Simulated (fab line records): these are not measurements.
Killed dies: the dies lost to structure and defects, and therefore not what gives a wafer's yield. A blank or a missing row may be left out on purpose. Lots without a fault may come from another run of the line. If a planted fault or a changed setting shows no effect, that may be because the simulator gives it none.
Which of the tools did it? :: flow rit cmos :: 45 wafers from 15 lots sampled at 5 of the route's 202 steps

== WHAT EACH GAUGE READ, for each wafer ==
RIT_ACTIVE_THK_MEAS_02. Usual: ACTIVE_OXIDE_THK typically reads 47.3 nm, with standard deviation 0.98.
lot: L166
measured: day 1 17:03
on: film metro-01
ACTIVE_OXIDE_THK (nm): 46.7 46.5 47.2
flag: 

lot: L167
measured: day 1 22:04
on: film metro-01
ACTIVE_OXIDE_THK (nm): 46.4 46.4 46.7
flag: 

lot: L168
measured: day 2 03:04
on: film metro-01
ACTIVE_OXIDE_THK (nm): 47.4 47.7 47.7
flag: 

lot: L170
measured: day 2 13:03
on: film metro-02
ACTIVE_OXIDE_THK (nm): 47.4 47.5 46.3
flag: 

lot: L171
measured: day 2 18:58
on: film metro-01
ACTIVE_OXIDE_THK (nm): 48.6 48.2 49.1
flag: 

lot: L172
measured: day 3 00:46
on: film metro-02
ACTIVE_OXIDE_THK (nm): 48.3 48.7 48.0
flag: 

lot: L179
measured: day 4 10:04
on: film metro-01
ACTIVE_OXIDE_THK (nm): 45.7 46.3 46.1
flag: 

lot: L180
measured: day 4 15:03
on: film metro-01
ACTIVE_OXIDE_THK (nm): 47.7 47.9 49.3
flag: 

lot: L181
measured: day 4 20:04
on: film metro-01
ACTIVE_OXIDE_THK (nm): 46.5 46.4 47.0
flag: 

lot: L182
measured: day 5 01:03
on: film metro-01
ACTIVE_OXIDE_THK (nm): 47.4 47.4 46.8
flag: 

lot: L184
measured: day 5 11:03
on: film metro-01
ACTIVE_OXIDE_THK (nm): 47.3 47.5 47.3
flag: 

lot: L185
measured: day 5 16:03
on: film metro-03
ACTIVE_OXIDE_THK (nm): 47.3 46.6 46.9
flag: 

lot: L186
measured: day 5 21:11
on: film metro-02
ACTIVE_OXIDE_THK (nm): 47.3 46.1 46.5
flag: 

lot: L187
measured: day 6 02:05
on: film metro-01
ACTIVE_OXIDE_THK (nm): 46.5 47.0 46.1
flag: 

lot: L188
measured: day 6 07:39
on: film metro-03
ACTIVE_OXIDE_THK (nm): 46.7 47.1 46.7
flag: 

RIT_ACTIVE_CD_MEAS_11: target cd 1400 nm. Usual: cd nm reads 1400.2 nm (standard deviation 2.3).
lot: L166
measured: day 1 19:34
on: cd sem-01
cd nm (nm): 1400.1 1402.2 1399.1
flag: 

lot: L167
measured: day 2 00:29
on: cd sem-01
cd nm (nm): 1404.5 1405.7 1405.3
flag: 

lot: L168
measured: day 2 05:35
on: cd sem-01
cd nm (nm): 1398.9 1398.5 1399.5
flag: 

lot: L170
measured: day 2 15:26
on: cd sem-01
cd nm (nm): 1399.1 1401.8 1401.8
flag: 

lot: L171
measured: day 2 21:29
on: cd sem-02
cd nm (nm): 1403.6 1402.4 1403.8
flag: 

lot: L172
measured: day 3 03:17
on: cd sem-02
cd nm (nm): 1400.7 1401.8 1400.9
flag: 

lot: L179
measured: day 4 12:36
on: cd sem-02
cd nm (nm): 1399.3 1400.4 1400.8
flag: 

lot: L180
measured: day 4 17:26
on: cd sem-01
cd nm (nm): 1395.1 1397.1 1397.0
flag: 

lot: L181
measured: day 4 22:28
on: cd sem-01
cd nm (nm): 1398.8 1402.4 1398.8
flag: 

lot: L182
measured: day 5 03:40
on: cd sem-02
cd nm (nm): 1403.7 1403.3 1403.2
flag: 

lot: L184
measured: day 5 13:34
on: cd sem-01
cd nm (nm): 1396.8 1399.7 1398.7
flag: 

lot: L185
measured: day 5 18:26
on: cd sem-01
cd nm (nm): 1399.9 1398.3 1399.3
flag: 

lot: L186
measured: day 5 23:53
on: cd sem-02
cd nm (nm): 1401.1 1399.9 1400.6
flag: 

lot: L187
measured: day 6 04:30
on: cd sem-01
cd nm (nm): 1401.7 1400.3 1400.1
flag: 

lot: L188
measured: day 6 10:03
on: cd sem-01
cd nm (nm): 1400.8 1399.7 1399.3
flag: 

RIT_PRETRO_TW_MEAS_10. Usual: PRETRO_TW typically reads 475, with standard deviation 4.5.
lot: L166
measured: day 2 12:01
on: film metro-02
PRETRO_TW: 471 474 474
flag: 

lot: L167
measured: day 2 17:19
on: film metro-04
PRETRO_TW: 484 481 486
flag: 

lot: L168
measured: day 3 00:04
on: film metro-03
PRETRO_TW: 471 470 471
flag: 

lot: L170
measured: day 3 09:52
on: film metro-02
PRETRO_TW: 30 30 30
flag: OFF

lot: L171
measured: day 3 15:40
on: film metro-04
PRETRO_TW: 30 30 31
flag: OFF

lot: L172
measured: day 3 22:16
on: film metro-04
PRETRO_TW: 30 30 30
flag: OFF

lot: L179
measured: day 5 05:29
on: film metro-04
PRETRO_TW: 475 473 473
flag: 

lot: L180
measured: day 5 12:29
on: film metro-02
PRETRO_TW: 472 475 475
flag: 

lot: L181
measured: day 5 17:38
on: film metro-02
PRETRO_TW: 471 471 471
flag: 

lot: L182
measured: day 5 21:37
on: film metro-03
PRETRO_TW: 469 472 469
flag: 

lot: L184
measured: day 6 06:19
on: film metro-04
PRETRO_TW: 475 478 475
flag: 

lot: L185
measured: day 6 12:05
on: film metro-04
PRETRO_TW: 475 478 476
flag: 

lot: L186
measured: day 6 16:52
on: film metro-02
PRETRO_TW: 473 474 474
flag: 

lot: L187
measured: day 6 21:00
on: film metro-03
PRETRO_TW: 471 470 474
flag: 

lot: L188
measured: day 7 02:42
on: film metro-02
PRETRO_TW: 474 475 475
flag: 

== TOOL THAT RAN EACH LOT (tool first, then ch and the chambers of the sampled wafers, then the start) ==
lot: L166
RIT_PWELL_STRIP_09: plasma asher-01 ch 0,1, day 2 03:18
RIT_NRETRO_STRIP_09: plasma asher-04 ch 0,1, day 2 10:18

lot: L167
RIT_PWELL_STRIP_09: plasma asher-04 ch 0,1, day 2 08:38
RIT_NRETRO_STRIP_09: plasma asher-03 ch 0,1, day 2 15:38

lot: L168
RIT_PWELL_STRIP_09: plasma asher-01 ch 0,1, day 2 14:37
RIT_NRETRO_STRIP_09: plasma asher-02 ch 0, day 2 22:20

lot: L170
RIT_PWELL_STRIP_09: plasma asher-03 ch 0,1, day 3 01:07
RIT_NRETRO_STRIP_09: plasma asher-02 ch 0,1, day 3 08:09

lot: L171
RIT_PWELL_STRIP_09: plasma asher-04 ch 0,1, day 3 05:53
RIT_NRETRO_STRIP_09: plasma asher-04 ch 0,1, day 3 13:49

lot: L172
RIT_PWELL_STRIP_09: plasma asher-03 ch 0,1, day 3 13:18
RIT_NRETRO_STRIP_09: plasma asher-04 ch 0,1, day 3 20:18

lot: L179
RIT_PWELL_STRIP_09: plasma asher-01 ch 0,1, day 4 20:26
RIT_NRETRO_STRIP_09: plasma asher-04 ch 0,1, day 5 03:48

lot: L180
RIT_PWELL_STRIP_09: plasma asher-03 ch 0,1, day 5 03:36
RIT_NRETRO_STRIP_09: plasma asher-02 ch 0,1, day 5 10:28

lot: L181
RIT_PWELL_STRIP_09: plasma asher-04 ch 0,1, day 5 07:17
RIT_NRETRO_STRIP_09: plasma asher-04 ch 0,1, day 5 15:53

lot: L182
RIT_PWELL_STRIP_09: plasma asher-01 ch 0,1, day 5 11:44
RIT_NRETRO_STRIP_09: plasma asher-02 ch 0,1, day 5 19:46

lot: L184
RIT_PWELL_STRIP_09: plasma asher-01 ch 0,1, day 5 21:33
RIT_NRETRO_STRIP_09: plasma asher-04 ch 0,1, day 6 04:33

lot: L185
RIT_PWELL_STRIP_09: plasma asher-03 ch 0,1, day 6 03:10
RIT_NRETRO_STRIP_09: plasma asher-04 ch 0,1, day 6 10:03

lot: L186
RIT_PWELL_STRIP_09: plasma asher-04 ch 0,1, day 6 08:10
RIT_NRETRO_STRIP_09: plasma asher-02 ch 0,1, day 6 15:10

lot: L187
RIT_PWELL_STRIP_09: plasma asher-03 ch 0,1, day 6 12:26
RIT_NRETRO_STRIP_09: plasma asher-03 ch 0,1, day 6 19:18

lot: L188
RIT_PWELL_STRIP_09: plasma asher-03 ch 0,1, day 6 17:58
RIT_NRETRO_STRIP_09: plasma asher-03 ch 0,1, day 7 00:50
- RIT_PWELL_STRIP_09: strips in O2, time 180 s.
- RIT_NRETRO_STRIP_09: strips in O2, time 180 s.

== AS READ BY THE TOOLS THEMSELVES (means over the sampled wafers that have a number; for cases with no such wafer, the mark the record gives instead) ==
RIT_PWELL_STRIP_09. Usual: chamber pressure mTorr 4000 mTorr, standard deviation 3.8; drypump motor current A 6.11 A, standard deviation 0.27.
lot: L166
tool: plasma asher-01
chamber pressure mTorr (mTorr): 4000
drypump motor current A (A): 6.08
flag: 

lot: L167
tool: plasma asher-04
chamber pressure mTorr (mTorr): 4000
drypump motor current A (A): 6.34
flag: 

lot: L168
tool: plasma asher-01
chamber pressure mTorr (mTorr): 3997
drypump motor current A (A): 6.07
flag: 

lot: L170
tool: plasma asher-03
chamber pressure mTorr (mTorr): 4001
drypump motor current A (A): 5.97
flag: 

lot: L171
tool: plasma asher-04
chamber pressure mTorr (mTorr): 4001
drypump motor current A (A): 6.33
flag: 

lot: L172
tool: plasma asher-03
chamber pressure mTorr (mTorr): 4002
drypump motor current A (A): 5.95
flag: 

lot: L179
tool: plasma asher-01
chamber pressure mTorr (mTorr): 4000
drypump motor current A (A): 6.04
flag: 

lot: L180
tool: plasma asher-03
chamber pressure mTorr (mTorr): 3998
drypump motor current A (A): 5.96
flag: 

lot: L181
tool: plasma asher-04
chamber pressure mTorr (mTorr): 3998
drypump motor current A (A): 6.12
flag: 

lot: L182
tool: plasma asher-01
chamber pressure mTorr (mTorr): 3996
drypump motor current A (A): 6.08
flag: 

lot: L184
tool: plasma asher-01
chamber pressure mTorr (mTorr): 4000
drypump motor current A (A): 6.04
flag: 

lot: L185
tool: plasma asher-03
chamber pressure mTorr (mTorr): 3999
drypump motor current A (A): 6.15
flag: 

lot: L186
tool: plasma asher-04
chamber pressure mTorr (mTorr): 4000
drypump motor current A (A): 6.10
flag: 

lot: L187
tool: plasma asher-03
chamber pressure mTorr (mTorr): 4000
drypump motor current A (A): 6.16
flag: 

lot: L188
tool: plasma asher-03
chamber pressure mTorr (mTorr): 3997
drypump motor current A (A): 5.96
flag: 

RIT_NRETRO_STRIP_09. Usual: chamber pressure mTorr 4000 mTorr, standard deviation 4.1; drypump motor current A 6.1 A, standard deviation 0.59.
lot: L166
tool: plasma asher-04
chamber pressure mTorr (mTorr): 3997
drypump motor current A (A): 6.1
flag: 

lot: L167
tool: plasma asher-03
chamber pressure mTorr (mTorr): 3995
drypump motor current A (A): 6.1
flag: 

lot: L168
tool: plasma asher-02
chamber pressure mTorr (mTorr): 3997
drypump motor current A (A): 6.8
flag: 

lot: L170
tool: plasma asher-02
chamber pressure mTorr (mTorr): -
drypump motor current A (A): -
flag: OFF

lot: L171
tool: plasma asher-04
chamber pressure mTorr (mTorr): -
drypump motor current A (A): -
flag: OFF

lot: L172
tool: plasma asher-04
chamber pressure mTorr (mTorr): -
drypump motor current A (A): -
flag: OFF

lot: L179
tool: plasma asher-04
chamber pressure mTorr (mTorr): 3999
drypump motor current A (A): 6.4
flag: 

lot: L180
tool: plasma asher-02
chamber pressure mTorr (mTorr): 4003
drypump motor current A (A): 6.2
flag: 

lot: L181
tool: plasma asher-04
chamber pressure mTorr (mTorr): 4001
drypump motor current A (A): 6.1
flag: 

lot: L182
tool: plasma asher-02
chamber pressure mTorr (mTorr): 4002
drypump motor current A (A): 5.6
flag: 

lot: L184
tool: plasma asher-04
chamber pressure mTorr (mTorr): 3996
drypump motor current A (A): 6.1
flag: 

lot: L185
tool: plasma asher-04
chamber pressure mTorr (mTorr): 3999
drypump motor current A (A): 6.1
flag: 

lot: L186
tool: plasma asher-02
chamber pressure mTorr (mTorr): 4001
drypump motor current A (A): 5.6
flag: 

lot: L187
tool: plasma asher-03
chamber pressure mTorr (mTorr): 4000
drypump motor current A (A): 6.1
flag: 

lot: L188
tool: plasma asher-03
chamber pressure mTorr (mTorr): 3999
drypump motor current A (A): 6.2
flag: 

== THE ANSWER, worked out from the rows above alone ==
Rule: lot off if the mean of its wafers having a number is beyond 3 standard deviations from the usual mean. Also off: a lot with no number at a reading for which 4 or more lots have one. All remaining lots with rows at the step are treated as sound. The gauges are gone through in route order, then the tools' own readings, and for those a lot's mean is taken as printed above. At the first step where some lot is off, the reading lying furthest off is the one used; lots without a number count as furthest.
Off: at RIT_PRETRO_TW_MEAS_10 (PRETRO_TW), L170, L171, L172.
A tool fits if, at a process step before that reading, it ran every lot that is off, and no sound lot after the first of them. Not tried: the gauges at RIT_PRETRO_TW_MEAS_10; whatever is off there is also off at RIT_NRETRO_STRIP_09, on other tools, and gauge error can't account for it. No candidate that was tried fits.

== WHAT HAD BEEN PUT IN BY THE SIMULATOR ==
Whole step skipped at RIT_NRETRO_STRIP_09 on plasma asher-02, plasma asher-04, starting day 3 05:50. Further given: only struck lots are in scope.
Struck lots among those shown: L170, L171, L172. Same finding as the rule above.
